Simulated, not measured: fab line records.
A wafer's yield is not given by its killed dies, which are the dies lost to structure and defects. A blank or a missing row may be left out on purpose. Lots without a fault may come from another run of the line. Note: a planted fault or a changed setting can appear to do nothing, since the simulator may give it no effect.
fab line records	flow rit-cmos
record lots=14	wafers=42	last-day=7
route steps=202 shown GATE@81
lots untouched by any fault: they come from a run of this same line in which no faults occurred
start-h: hours from the record's first day to the start of the lot's first wafer shown	wait-h: how many hours have passed since the lot's step before this one	" unchanged from the row above	L1.1+2: several wafers, shown together as one row	- value missing, or start not given	* or withheld: withheld	< > ~ a bound
route shown NAME@n: a module of which the file shows steps, and the number in the route of the first	usual: average and standard deviation across the fault-free wafers	same: alike in all rows	chamber/n: place in a boat	sites: the reading at each site	_std_site: their standard deviation	_edge_site: the outer-site mean with the inner-site mean subtracted	radius-mm: how far each site lies from the wafer's centre	mask NAME#n: copy n	behind: the last tool/chamber to shape the wafer	hold: why the lot went on hold/how many hours it stayed there/how the hold came to an end	device: the n, p or np transistor that did not switch	end of line: at the end of the route, the tests of the same wafers	for a step that has no rows: nothing shown but its recipe	killed: dies that structure and defects cost at the first sort, which is not the same as the wafer's yield	map: a wafer's dies, x killed, . not, _ none there
set.NAME: the setting as run; set.NAME@STEP: as run at that earlier step	model.NAME: the simulator's own value behind a step, which no gauge read
route steps across a sampled set of lots; one table per step, one row per wafer
services: from which hour (start-h, from the record's first day; less than 0 if before it) a tool's chamber was out of use, for how many hours, and why
## steps
# step RIT_GATE_OXIDATION_05
# recipe temp-c=900	ambient=O2	target-thk-a=30	ox-time-s=270
# usual spike-tc-centre-C=902.4/1	spike-tc-load-C=925.3/1.3	spike-tc-source-C=923.3/1.1	tube-center-temp-C=900/0.089	tube_center_temp_C_max=902.4/0.41
lot.wafer	tool	chamber	start-h	wait-h	spike-tc-centre-C	spike-tc-load-C	spike-tc-source-C	tube-center-temp-C	tube_center_temp_C_max
L471.1	furnace-03	0	32.62	0.1	901.8	925.8	924.8	900.15	902.2
L471.2	"	0	"	"	903.1	924.9	923.0	900.11	902.8
L471.5	"	0	"	"	901.1	926.1	921.0	900.02	902.2
L472.1	furnace-04	0	38.57	0.7	901.4	925.2	924.1	899.88	901.8
L472.3	"	0	"	"	903.6	922.9	922.8	900.02	902.0
L472.6	"	0	"	"	900.7	924.3	924.7	900.07	902.2
L473.1	furnace-04	0	42.48	0.1	901.8	923.4	923.8	899.96	902.7
L473.3	"	0	"	"	903.1	921.7	923.6	900.19	902.1
L473.5	"	0	"	"	902.7	924.7	924.7	900.05	902.8
L474.1	furnace-04	0	46.71	0.1	889.2	911.0	908.9	886.04	888.5
L474.5	"	0	"	"	888.0	910.4	911.7	885.94	888.6
L474.6	"	0	"	"	888.2	909.0	909.5	886.01	888.0
L475.1	furnace-03	0	52.29	0.1	902.1	924.8	923.7	899.9	902.5
L475.3	"	0	"	"	901.7	925.5	922.8	899.79	902.0
L475.4	"	0	"	"	902.7	924.1	925.3	899.79	902.2
L476.2	furnace-04	0	56.69	0.0	888.0	909.6	909.3	885.97	888.4
L476.3	"	0	"	"	887.9	911.4	911.3	885.98	889.8
L476.4	"	0	"	"	887.8	909.0	910.8	885.96	888.0
L482.2	furnace-02	0	86.94	0.5	903.4	926.7	922.3	900.02	902.3
L482.3	"	0	"	"	902.1	925.1	921.5	900.09	902.2
L482.4	"	0	"	"	902.7	927.3	921.5	900.01	902.5
L484.4	furnace-02	0	97.28	0.0	903.5	926.8	922.8	900	902.6
L484.5	"	0	"	"	902.7	926.5	922.5	899.89	902.0
L484.6	"	0	"	"	901.9	926.8	922.4	899.74	902.1
L485.1	furnace-02	0	102.27	0.1	901.1	925.1	923.2	900.02	902.0
L485.2	"	0	"	"	901.9	924.9	922.0	899.97	901.8
L485.3	"	0	"	"	901.1	927.2	923.0	900.03	902.3
L489.3	furnace-03	0	122.64	0.0	903.7	923.7	924.3	900.01	902.4
L489.5	"	0	"	"	902.7	923.9	923.8	899.9	902.6
L489.6	"	0	"	"	903.8	923.6	923.1	899.96	902.7
L490.1	furnace-03	0	127.41	0.1	902.9	926.2	923.4	899.93	901.9
L490.2	"	0	"	"	903.2	925.5	925.4	899.99	902.0
L490.4	"	0	"	"	902.7	926.3	923.4	899.92	902.5
L492.1	furnace-02	0	137.27	0.1	901.6	927.3	922.7	900.08	902.4
L492.3	"	0	"	"	902.9	926.1	920.5	899.97	902.2
L492.6	"	0	"	"	902.5	926.9	924.5	900.02	903.0
L493.1	furnace-03	0	142.63	0.1	903.6	924.9	922.8	900.08	902.0
L493.4	"	0	"	"	902.0	924.2	923.9	900.09	901.6
L493.6	"	0	"	"	901.3	926.2	923.4	899.9	902.5
L494.2	furnace-04	0	147.88	1.3	901.7	923.4	923.1	900.06	902.7
L494.4	"	0	"	"	901.4	921.1	925.0	900.18	903.2
L494.6	"	0	"	"	902.0	924.8	922.7	899.86	901.9
# step RIT_GATE_THK_MEAS_07
# recipe reads=SiO2_of_GATE_OXIDATION_05
# usual GATE_OXIDE_THK=3.04/0.062
lot.wafer	tool	chamber	start-h	wait-h	GATE_OXIDE_THK[nm]
L471.1	film-metro-03	-	33.95	0.0	3.04
L471.2	"	-	"	"	3.02
L471.5	"	-	"	"	3.07
L472.1	film-metro-03	-	39.90	0.0	3.09
L472.3	"	-	"	"	3.17
L472.6	"	-	"	"	3.09
L473.1	film-metro-02	-	43.81	0.0	2.96
L473.3	"	-	"	"	2.96
L473.5	"	-	"	"	3.04
L474.1	film-metro-02	-	49.18	0.0	2.49
L474.5	"	-	"	"	2.54
L474.6	"	-	"	"	2.43
L475.1	film-metro-02	-	53.62	0.0	3.11
L475.3	"	-	"	"	3.26
L475.4	"	-	"	"	3.21
L476.2	film-metro-03	-	58.63	0.0	2.52
L476.3	"	-	"	"	2.60
L476.4	"	-	"	"	2.55
L482.2	film-metro-02	-	88.28	0.0	2.95
L482.3	"	-	"	"	2.98
L482.4	"	-	"	"	2.97
L484.4	film-metro-02	-	98.64	0.0	3.00
L484.5	"	-	"	"	3.00
L484.6	"	-	"	"	3.09
L485.1	film-metro-02	-	103.60	0.0	2.97
L485.2	"	-	"	"	3.03
L485.3	"	-	"	"	2.99
L489.3	film-metro-03	-	123.98	0.0	3.04
L489.5	"	-	"	"	3.08
L489.6	"	-	"	"	3.08
L490.1	film-metro-01	-	128.74	0.0	2.99
L490.2	"	-	"	"	3.05
L490.4	"	-	"	"	3.02
L492.1	film-metro-03	-	138.78	0.0	3.02
L492.3	"	-	"	"	2.94
L492.6	"	-	"	"	3.00
L493.1	film-metro-02	-	143.96	0.0	3.07
L493.4	"	-	"	"	3.05
L493.6	"	-	"	"	3.01
L494.2	film-metro-02	-	149.78	0.0	3.05
L494.4	"	-	"	"	3.05
L494.6	"	-	"	"	3.07
## services
tool	chamber	start-h	hours	kind
furnace-03	-	23.36	2.7	pm
furnace-04	-	53.00	3.2	pm
furnace-02	-	107.05	2.6	pm
furnace-03	-	144.06	12.1	pm
furnace-02	-	147.51	2.0	pm
## key
first-sign step=RIT_GATE_OXIDATION_05	reading=tube-center-temp-C	direction=down	sigmas=99+	usual=*	struck=*
effect step=RIT_GATE_OXIDATION_05	reading=tube_center_temp_C_max	direction=down	sigmas=34	usual=*	struck=*
effect step=RIT_GATE_THK_MEAS_07	reading=GATE_OXIDE_THK	direction=down	sigmas=8.3	usual=3.04	struck=2.52
met-at RIT_GATE_OXIDATION_05
struck-lots L474,L476
tester-left-out L474,L476
onset-between 42.48 46.71
fault kind=process-parameter-drift	tool=furnace-04	chamber=-	onset-h=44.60	steps=RIT_GATE_OXIDATION_05	channel=temp-c	offset=*	shape=step	end-h=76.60	acts-in=*	stated=*
# tester-left-out: of these lots the tester's yield and bins aren't shown, on N5 and GAA mostly nor the transistor test; their killed dies are dies lost to structure and defects alone, not to doping, threshold or leakage, so they don't give the yield
